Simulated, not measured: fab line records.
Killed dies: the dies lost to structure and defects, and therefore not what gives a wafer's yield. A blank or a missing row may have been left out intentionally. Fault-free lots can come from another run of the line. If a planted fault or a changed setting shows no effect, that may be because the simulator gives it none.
Which tool did it? + flow berkeley cmos170 + route of 331 steps, sampled at 1 step: 6 lots, 16 wafers

== WHAT THE GAUGES READ, wafer by wafer ==
UCB170_M1_CD_MEAS_90: the cd target is 700 nm.
| lot  | measured     | on        | cd nm (nm)        |
|------|--------------|-----------|-------------------|
| L837 | day 8 02:16  | cd sem-02 | 700.5 697.6 696.9 |
| L842 | day 8 21:49  | cd sem-02 | 702.4 700.2 697.5 |
| L847 | day 9 18:56  | cd sem-02 | 700.1 699.9 700.3 |
| L854 | day 11 16:59 | cd sem-02 | 702.2 699.8 695.1 |
| L857 | day 11 18:56 | cd sem-02 | 701.0 705.5 702.3 |
| L855 | day 11 19:56 | cd sem-02 | 700.7             |

== WHICH TOOL RAN EACH LOT (tool, then ch and the chambers of the sampled wafers, then the start) ==
The record holds no process step before these readings.

== THE ANSWER, worked out from the rows above alone ==
Rule: the usual values come from the lots themselves. The widest of any qualifying gaps counts: lots, ordered by their means at a reading, are off when they make up no more than a third of the lots, leave a main group of 4 or more, and stand apart from it by 3 or more times the standard deviation of that group's means. A main group whose means are all the same, to the digits that the tables above print for the reading, isn't used. Also off: a lot with no number at a reading for which 4 or more lots have one. All remaining lots with rows at the step are treated as sound.
No lot is off on any of the readings shown, so nothing can be concluded from this.

== WHAT THE SIMULATOR HAD INSERTED ==
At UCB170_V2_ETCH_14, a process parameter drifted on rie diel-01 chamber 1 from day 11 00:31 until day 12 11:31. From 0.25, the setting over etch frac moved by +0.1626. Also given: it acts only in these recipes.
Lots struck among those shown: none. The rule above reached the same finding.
